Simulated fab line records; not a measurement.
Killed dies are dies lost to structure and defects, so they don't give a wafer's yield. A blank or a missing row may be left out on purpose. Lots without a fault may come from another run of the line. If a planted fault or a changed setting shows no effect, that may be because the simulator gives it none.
Chamber matching -- flow berkeley-cmos170 -- 3 sister chambers for UCB170_NWELL_WET_ETCH_18 on wet-bench-01
The step etches Si3N4 in H3PO4, time 14400 s. 3 wafers are shown with their chamber, then 5 later ones without.

## WAFERS, EACH WITH ITS CHAMBER
wafer,chamber,bath-guard-temp-C (C)
L707.6,0,160.4
L711.3,1,159.3
L713.1,2,160.4

## WAFERS MISSING THEIR CHAMBER
wafer,bath-guard-temp-C (C)
L713.4,160.1
L713.6,160.3
L714.1,160.5
L714.4,160.2
L714.6,160.4

## EACH ONE'S CHAMBER
wafer,from the rows above,in truth
L713.4,can't be placed: 0 or 2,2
L713.6,can't be placed: 0 or 2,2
L714.1,can't be placed: 0 or 2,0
L714.4,can't be placed: 0 or 2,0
L714.6,can't be placed: 0 or 2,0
Placed correctly: 0 of 5. Not placeable from these rows: 5 (in 5, the candidates include the true chamber). Number placed wrongly: 0.
How it was worked out, from the rows above alone: a wafer's distance from a chamber is the root of the sum, over the readings, of the square of ((its reading less the chamber's mean) divided by the reading's scatter). If the next closest chamber is less than 2 further off than the closest, the wafer can't be placed; otherwise it belongs to the closest. For every chamber, the mean is computed from those of its wafers that are shown. The scatter: with one shown wafer a chamber, the root of the mean of the squares of how far each hidden wafer lies from its nearest shown one.
